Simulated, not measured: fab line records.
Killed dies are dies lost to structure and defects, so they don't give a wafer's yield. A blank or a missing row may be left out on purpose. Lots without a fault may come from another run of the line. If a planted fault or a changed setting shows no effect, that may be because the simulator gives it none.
fab line records | flow berkeley-cmos170
record lots=7 wafers=21 last-day=12
route steps=331 shown M2@289 V2@292
lots that met no fault: taken from a fault-free run of the same line
start-h: the number of hours between the record's first day and the start of the first shown wafer of the lot | wait-h: hours from the lot's prior step to this one | " as in the row above | L1.1+2: a single row standing in for several wafers | - no value, or no start given | * or withheld: withheld | < > ~ a bound
route shown NAME@n: names a module that has steps shown in the file, with the first one's number in the route | usual: mean/standard deviation of fault-free wafers | same: alike in all rows | chamber/n: place in a boat | sites: readings site by site | _std_site: the values' standard deviation | _edge_site: mean of outer sites minus mean of inner sites | radius-mm: how far each site lies from the wafer's centre | mask NAME#n: copy n | behind: the most recent tool/chamber to have shaped the wafer | hold: why the lot went on hold/how many hours it stayed there/how the hold came to an end | device: transistor that didn't switch, given as n, p or np | end of line: the same wafers' tests at the end of the route | for a step that has no rows: nothing shown but its recipe | killed: not the wafer's yield, but the dies lost to structure and defects at the first sort | map: per-die view of a wafer (x killed, . not killed, _ where there is no die)
set.NAME: the setting the step ran with; set.NAME@STEP: the setting that earlier step ran with | model.NAME: the simulator's own value behind a step, which no gauge read
a table for each step, a row for each wafer; lots at some steps of the route
services: a tool's chamber out of use, with start hour (start-h, from the record's first day; less than 0 if before it), hours out, and reason
## steps
# step UCB170_M2_METAL_ETCH_18
# recipe chemistry=Cl2/BCl3 target=Al stop-on=SiO2 pressure-mtorr=12 target-depth-a=11700 over-etch-frac=0.3 time-s=195 icp-w=600 bias-w=120 Cl2_flow_sccm=90 bcl3-flow-sccm=45
# usual bias-w=120.0/0.35 chamber-pressure-mTorr=12.000/0.011 drypump-motor-current-A=5.5/0.33 oes-product-au=0.853/0.018 throttle-valve-pct=24.62/0.29
# columns lot.wafer tool chamber start-h wait-h bias-w chamber-pressure-mTorr drypump-motor-current-A oes-product-au rf-hours-counter-h throttle-valve-pct
L181.2 rie-metal-02 0 174.67 - 119.8 11.993 5.8 0.860 7 24.67
L181.3 " 0 " " 120.2 11.996 5.8 0.867 - 24.66
L181.5 " 0 " " 119.6 12.016 5.8 0.863 - 24.66
L190.2 rie-metal-04 1 208.47 - 119.9 12.007 5.1 0.830 5 24.45
L190.3 " 0 " " 120.3 12.015 5.1 0.843 - 24.37
L190.4 " 1 " " 119.9 11.989 5.0 0.841 - 24.45
L191.1 rie-metal-02 0 225.13 - 120.6 11.998 5.8 0.868 8 24.67
L191.2 " 1 " " 119.7 11.982 5.2 0.885 3 24.99
L191.3 " 1 " " 120.1 12.010 5.2 0.871 - 25.00
L192.2 rie-metal-04 0 231.06 - 119.8 11.991 5.1 0.840 3 24.38
L192.3 " 1 " " 120.3 11.997 5.0 0.834 - 24.46
L192.6 " 1 " " 119.4 11.998 5.1 0.842 - 24.46
L193.1 rie-metal-01 0 231.32 - 120.1 11.995 5.6 0.844 0 24.14
L193.2 " 1 " " 119.8 11.992 5.9 0.843 3 24.81
L193.5 " 0 " " 120.0 11.991 5.6 0.847 - 24.15
L201.2 rie-metal-02 0 270.26 - 119.9 12.012 5.8 0.869 9 24.68
L201.3 " 1 " " 120.3 12.006 5.3 0.887 - 25.00
L201.6 " 0 " " 120.0 11.983 5.8 0.864 - 24.66
L202.1 rie-metal-04 1 270.99 - 119.8 12.001 5.0 0.829 7 24.47
L202.5 " 0 " " 120.3 11.980 5.2 0.835 - 24.38
L202.6 " 1 " " 119.8 12.010 5.1 0.830 - 24.46
# step UCB170_M2_STRIP_19
# recipe chemistry=O2 power-w=400 pressure-mtorr=3500 platen-temp-c=withheld o2-flow-sccm=400 overash-fraction=0.5
# usual chamber-pressure-mTorr=3500.0/3 drypump-motor-current-A=5.6/0.33 o2-flow-sccm=400.0/1.2 oes-product-au=0.550/0.014
# columns lot.wafer tool chamber start-h wait-h chamber-pressure-mTorr drypump-motor-current-A o2-flow-sccm oes-product-au rf-hours-counter-h
L181.2 plasma-asher-03 1 174.86 0.1 3495.8 5.1 402.6 0.584 6
L181.3 " 1 " " 3499.9 5.1 400.2 0.575 -
L181.5 " 1 " " 3496.4 5.1 400.5 0.569 -
L190.2 plasma-asher-04 1 208.66 0.1 3498.1 5.5 398.4 0.550 49
L190.3 " 0 " " 3497.2 6.2 401.5 0.574 -
L190.4 " 1 " " 3500.3 5.5 399.1 0.544 -
L191.1 plasma-asher-02 1 225.32 0.1 3496.3 5.8 399.2 0.563 55
L191.2 " 0 " " 3497.5 5.4 399.4 0.561 55
L191.3 " 1 " " 3500.6 5.8 398.4 0.560 -
L192.2 plasma-asher-02 0 231.25 0.1 3500.4 5.4 400.5 0.552 56
L192.3 " 1 " " 3497.8 5.9 399.1 0.538 -
L192.6 " 1 " " 3498.6 5.8 402.1 0.547 -
L193.1 plasma-asher-02 0 231.51 0.1 3496.5 5.4 401.0 0.535 56
L193.2 " 1 " " 3502.0 5.8 402.4 0.535 56
L193.5 " 1 " " 3501.2 5.8 400.3 0.534 -
L201.2 plasma-asher-02 0 270.45 0.1 3500.1 5.4 400.4 0.567 61
L201.3 " 0 " " 3499.0 5.4 400.4 0.557 -
L201.6 " 0 " " 3499.0 5.4 398.6 0.575 -
L202.1 plasma-asher-02 1 271.17 0.1 3503.0 5.8 401.2 0.532 61
L202.5 " 1 " " 3503.2 5.8 400.4 0.554 -
L202.6 " 0 " " 3499.3 5.4 399.7 0.535 -
# step UCB170_M2_CD_MEAS_90
# recipe target-cd-nm=700
# usual cd-nm=700/3.4
# columns lot.wafer tool chamber start-h wait-h cd-nm
L181.2 cd-sem-01 - 174.98 0.1 702
L181.3 " - " " 703
L181.5 " - " " 703
L190.2 cd-sem-01 - 208.78 0.1 698
L190.3 " - " " 699
L190.4 " - " " 698
L191.1 cd-sem-02 - 225.42 0.1 706
L191.2 " - " " 701
L191.3 " - " " 704
L192.2 cd-sem-01 - 231.37 0.1 694
L192.3 " - " " 699
L192.6 " - " " 697
L193.1 cd-sem-01 - 231.61 0.1 701
L193.2 " - " " 699
L193.5 " - " " 701
L201.2 cd-sem-01 - 270.57 0.1 708
L201.3 " - " " 703
L201.6 " - " " 706
L202.1 cd-sem-01 - 271.27 0.1 703
L202.5 " - " " 699
L202.6 " - " " 702
# step UCB170_V2_CVD_00
# recipe material=SiO2 target-thk-nm=2000 temp-c=390 precursor=TEOS/O2 time-s=250 rf-w=550 pressure-mtorr=9000
# usual heater-power-w=232/66
# columns lot.wafer tool chamber start-h wait-h heater-power-w since-wet-clean-h
L181.2 pecvd-03 0 175.08 0.1 133 361
L181.3 " 1 " " 268 361
L181.5 " 2 " " 202 -
L190.2 pecvd-04 2 208.88 0.1 183 287
L190.3 " 0 " " 269 287
L190.4 " 2 " " 244 -
L191.1 pecvd-04 1 225.54 0.1 292 304
L191.2 " 0 " " 311 304
L191.3 " 2 " " 180 304
L192.2 pecvd-02 1 231.47 0.1 259 203
L192.3 " 0 " " 232 203
L192.6 " 2 " " 228 -
L193.1 pecvd-03 0 231.73 0.1 121 417
L193.2 " 1 " " 260 417
L193.5 " 0 " " 85 -
L201.2 pecvd-03 0 270.67 0.1 149 14
L201.3 " 2 " " 291 14
L201.6 " 1 " " 292 -
L202.1 pecvd-04 0 271.39 0.1 314 350
L202.5 " 0 " " 241 -
L202.6 " 2 " " 173 -
# step UCB170_V2_THK_MEAS_01
# recipe reads=SiO2_of_V2_CVD_00
# usual V2_TEOS_THK=1999/29
# columns lot.wafer tool chamber start-h wait-h V2_TEOS_THK[nm]
L181.2 film-metro-03 - 175.25 0.1 1998
L181.3 " - " " 1976
L181.5 " - " " 2018
L190.2 film-metro-01 - 209.04 0.1 1977
L190.3 " - " " 1980
L190.4 " - " " 2017
L191.1 film-metro-01 - 225.69 0.1 1983
L191.2 " - " " 1957
L191.3 " - " " 1985
L192.2 film-metro-02 - 231.64 0.1 1957
L192.3 " - " " 1991
L192.6 " - " " 2010
L193.1 film-metro-03 - 231.88 0.1 1960
L193.2 " - " " 1959
L193.5 " - " " 2005
L201.2 film-metro-01 - 270.84 0.1 1948
L201.3 " - " " 1979
L201.6 " - " " 1981
L202.1 film-metro-01 - 271.55 0.1 1992
L202.5 " - " " 2028
L202.6 " - " " 1997
# step UCB170_V2_CMP_02
# recipe material=SiO2 down-force-psi=6 platen-rpm=60 pad-velocity-m-s=0.75398
# usual motor-current-A=15.5/1.1 retaining-ring-pressure-frac=1.000/0.0049
# columns lot.wafer tool chamber start-h wait-h motor-current-A retaining-ring-pressure-frac
L181.3 cmp-01 2 175.30 0.0 14.8 0.997
L181.2 " 3 " " 16.0 1.003
L181.5 " 3 " " 15.9 1.000
L190.4 cmp-01 2 209.09 0.0 15.6 1.010
L190.3 " 3 " " 15.7 1.005
L190.2 " 1 " " 16.6 1.009
L191.2 cmp-02 0 225.75 0.0 14.1 0.998
L191.1 " 2 " " 16.3 1.002
L191.3 " 3 " " 16.1 1.004
L192.3 cmp-01 1 231.69 0.0 17.2 0.996
L192.2 " 0 " " 14.6 0.996
L192.6 " 2 " " 15.3 0.995
L193.2 cmp-02 0 231.94 0.0 13.4 1.002
L193.1 " 3 " " 15.1 1.000
L193.5 " 1 " " 14.2 1.000
L201.2 cmp-02 0 270.99 0.1 13.5 1.000
L201.3 " 1 " " 14.9 1.001
L201.6 " 3 " " 17.2 1.000
L202.1 cmp-01 3 271.66 0.1 16.1 0.999
L202.6 " 2 " " 15.0 1.007
L202.5 " 3 " " 15.8 1.010
# step UCB170_V2_BOW_MEAS_03
# recipe mode=bow
# usual V2_BOW=36/6.9
# columns lot.wafer tool chamber start-h wait-h V2_BOW[um]
L181.2 film-metro-03 - 175.62 0.2 41
L181.3 " - " " 32
L181.5 " - " " 35
L190.2 film-metro-01 - 209.41 0.1 37
L190.3 " - " " 21
L190.4 " - " " 46
L191.1 film-metro-03 - 226.05 0.1 37
L191.2 " - " " 47
L191.3 " - " " 37
L192.2 film-metro-01 - 232.01 0.1 34
L192.3 " - " " 47
L192.6 " - " " 24
L193.1 film-metro-02 - 232.24 0.1 21
L193.2 " - " " 39
L193.5 " - " " 35
L201.2 film-metro-02 - 271.21 0.2 40
L201.3 " - " " 35
L201.6 " - " " 29
L202.1 film-metro-02 - 271.91 0.2 28
L202.5 " - " " 29
L202.6 " - " " 25
# step UCB170_V2_THK_MEAS_04
# recipe reads=SiO2_of_V2_CVD_00
# usual V2_POLISHED_THK=1000.1/1.2
# columns lot.wafer tool chamber start-h wait-h V2_POLISHED_THK[nm]
L181.2 film-metro-03 - 175.73 0.1 998.7
L181.3 " - " " 997.2
L181.5 " - " " 998.7
L190.2 film-metro-01 - 209.52 0.1 1000.6
L190.3 " - " " 1001.6
L190.4 " - " " 999.0
L191.1 film-metro-03 - 226.17 0.1 1001.0
L191.2 " - " " 999.1
L191.3 " - " " 999.4
L192.2 film-metro-01 - 232.12 0.1 1001.1
L192.3 " - " " 1000.1
L192.6 " - " " 999.0
L193.1 film-metro-02 - 232.36 0.1 995.9
L193.2 " - " " 997.8
L193.5 " - " " 999.8
L201.2 film-metro-02 - 271.32 0.1 1000.5
L201.3 " - " " 999.1
L201.6 " - " " 1000.4
L202.1 film-metro-02 - 272.03 0.1 1000.4
L202.5 " - " " 1000.5
L202.6 " - " " 999.5
# step UCB170_V2_CLEAN_05
# recipe chemistry=DIW
# step UCB170_V2_HMDS_06
# recipe prime-time-s=60 prime-temp-c=100
# step UCB170_V2_COAT_07
# recipe resist=KrF spin-rpm=1500 resist-thk-nm=900
# step UCB170_V2_SOFTBAKE_08
# recipe resist=KrF temp-c=130 time-s=60
# step UCB170_V2_EXPOSE_09
# recipe mask-id=VIA2 target-cd-nm=700 na=0.5 sigma-outer=0.6 source-shape=conventional dose-mj=37
# usual exposure-dose-mJ-cm2=36.98/0.033 focus-offset-nm=0.0/0.52 na=0.5/0 stage-vel-mm-s=499.95/0.24
# columns lot.wafer tool chamber start-h wait-h mask exposure-dose-mJ-cm2 focus-offset-nm na stage-vel-mm-s
L181.2 krf-scanner-01 0 177.00 0.5 VIA2#0 36.93 0.0 0.5 500.01
L181.3 " 0 " " VIA2#0 36.98 0.2 0.5 500.12
L181.5 " 0 " " VIA2#0 36.97 0.0 0.5 500.10
L190.2 krf-scanner-02 0 210.62 0.2 VIA2#0 36.93 -0.7 0.5 500.03
L190.3 " 0 " " VIA2#0 37.00 0.4 0.5 499.65
L190.4 " 0 " " VIA2#0 36.94 0.1 0.5 499.63
L191.1 krf-scanner-02 - 227.34 0.1 VIA2#0 - - - -
L191.2 " - " " VIA2#0 - - - -
L191.3 " - " " VIA2#0 - - - -
L192.2 krf-scanner-01 - 232.93 0.2 VIA2#0 - - - -
L192.3 " - " " VIA2#0 - - - -
L192.6 " - " " VIA2#0 - - - -
L193.1 krf-scanner-02 - 233.25 0.2 VIA2#0 - - - -
L193.2 " - " " VIA2#0 - - - -
L193.5 " - " " VIA2#0 - - - -
L201.2 krf-scanner-01 0 272.27 0.2 VIA2#0 36.99 -1.1 0.5 500.23
L201.3 " 0 " " VIA2#0 36.95 -0.8 0.5 500.10
L201.6 " 0 " " VIA2#0 36.90 -0.6 0.5 500.02
L202.1 krf-scanner-02 0 272.97 0.2 VIA2#0 36.99 0.0 0.5 500.35
L202.5 " 0 " " VIA2#0 36.94 -0.4 0.5 499.80
L202.6 " 0 " " VIA2#0 36.99 -0.2 0.5 499.92
# step UCB170_V2_PEB_10
# recipe peb-temp-c=130 peb-time-s=withheld resist=KrF
## services
# columns tool chamber start-h hours kind
krf-scanner-01 - 158.58 0.8 pm
krf-scanner-01 - 159.33 4.4 pm
cmp-02 - 167.80 3.5 pm
rie-metal-02 0 182.10 6.8 repair
cmp-02 - 184.19 0.7 repair
cmp-01 - 188.89 2.5 repair
plasma-asher-02 - 195.37 3.9 repair
cmp-02 - 196.58 8.0 pm
cmp-02 - 205.18 1.3 repair
cmp-01 - 207.64 0.6 repair
krf-scanner-01 - 208.36 1.3 pm
cmp-02 - 219.27 0.3 repair
pecvd-03 - 220.76 6.0 pm
krf-scanner-02 - 224.08 1.3 pm
cmp-01 - 225.30 1.5 repair
cmp-02 - 232.54 4.0 pm
krf-scanner-02 - 235.40 1.3 repair
pecvd-03 - 235.63 0.7 repair
pecvd-03 - 242.50 14.0 pm
krf-scanner-02 - 242.65 0.8 pm
pecvd-04 - 245.28 0.8 repair
cmp-02 - 247.96 1.4 repair
krf-scanner-02 - 251.12 2.2 repair
krf-scanner-02 - 254.15 1.0 pm
## key
first-sign step=UCB170_V2_EXPOSE_09 reading=tool-record direction=missing
effect none on later readings
met-at UCB170_V2_EXPOSE_09
struck-wafers L191.1,L191.2,L191.3,L192.2,L192.3,L192.6,L193.1,L193.2,L193.5
later-rows-left-out L191.1,L191.2,L191.3,L192.2,L192.3,L192.6,L193.1,L193.2,L193.5
sort-left-out L191.1,L191.2,L191.3,L192.2,L192.3,L192.6,L193.1,L193.2,L193.5
onset-between 210.62 227.34
fault kind=skipped-step-whole tool=krf-scanner-01,krf-scanner-02 chamber=- onset-h=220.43 steps=UCB170_V2_EXPOSE_09 scope=struck-lots-only
# sort-left-out: the simulated sort isn't trusted on such a fault, so these wafers' sort isn't shown, and their yield isn't known
# later-rows-left-out: the simulator's readings of these wafers behind a module that went badly wrong aren't trusted and aren't shown, but for the sort
